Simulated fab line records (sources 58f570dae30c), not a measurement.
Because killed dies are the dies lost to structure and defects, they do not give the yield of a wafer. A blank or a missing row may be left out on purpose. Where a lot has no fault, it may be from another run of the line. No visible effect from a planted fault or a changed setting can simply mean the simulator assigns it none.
Code-filled problem report in 8D (eight disciplines) form ; flow berkeleyCmos170 ; the parts of the form that need people (team, actions taken, sign-off) are left out

## 1. WHAT WENT WRONG
tiltDeg at UCB170_NWELL_IMPLANT_14 reads a mean of 6.602 degrees on 6 wafers of 2 lots; wafers without a fault read 7.001 degrees with a standard deviation of 0.018. That is -22 standard deviations from the usual mean.
Seen first at day 6 18:09 on implanter-04, wafer L451.1. The record has a number at this step for 42 wafers belonging to 14 lots. The rule behind "out" and "out of limits": a value lying over 4 standard deviations away from the usual mean. The other wafers with a number count as sound.

## 2. WHAT IT IS; WHAT IT IS NOT
question;is;is not
which readings at this step;tiltDeg;faradayCurrentUA
which lots;L451, L453;L430, L432, L433, L435, L436, L437, L438, L440, L441, L442, L443, L447
which wafers of those lots;all that have a number;-
read on which tools;implanter-04;implanter-01, implanter-02
when;from day 6 18:09;up to then (36 sound wafers)

## 3. SUSPECTS, AND WHAT RULES EACH OUT
Counting: any tool at a process step up to the reading is kept as a suspect provided that every lot that is out went through it and no sound lot did after the first of them.
- implanter-04 at UCB170_NWELL_IMPLANT_14: kept. It processed each lot that is out, first L451 at day 6 18:09, and no sound lot thereafter; up to then, the last sound lot it processed was L447 at day 6 02:17. On those wafers its own readings are out: tiltDeg.
The count leaves implanter-04 at UCB170_NWELL_IMPLANT_14.

## 4. THE CAUSE (what the simulator had put in)
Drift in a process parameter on implanter-04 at UCB170_NWELL_IMPLANT_14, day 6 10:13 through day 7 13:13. Setting tiltDeg shifted by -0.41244 from 7. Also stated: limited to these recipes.
This tool alone remained once counting was done.

## 5. THE CHAIN OF EFFECTS, in route order
Each row: a reading where the mean over the struck wafers with a number is more than 3 standard deviations away from the usual. Readings are gone through only where the record gives a usual standard deviation; hours: the median, over the lots, of the time from a lot's start at the first step in this table giving one to that lot's start at this step; sigmas: the change measured in usual standard deviations.
hours;step;reading;usual;on struck wafers;change;sigmas
0;UCB170_NWELL_IMPLANT_14;tiltDeg;7.001 degrees;6.602;-0.399;-22
Here are the process steps it includes:
- UCB170_NWELL_IMPLANT_14
Later measuring or inspecting steps at which every struck wafer that the step has a row for has a number for every such reading, and none has moved that far: UCB170_CONTACT_OVL_MEAS_16, UCB170_M2_CD_MEAS_90, UCB170_V2_CD_MEAS_12.

## 6. WHAT WOULD HAVE CAUGHT IT SOONER
In this record no reading fell out of limits until day 6 18:09, 8 hours after the fault had begun at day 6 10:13.
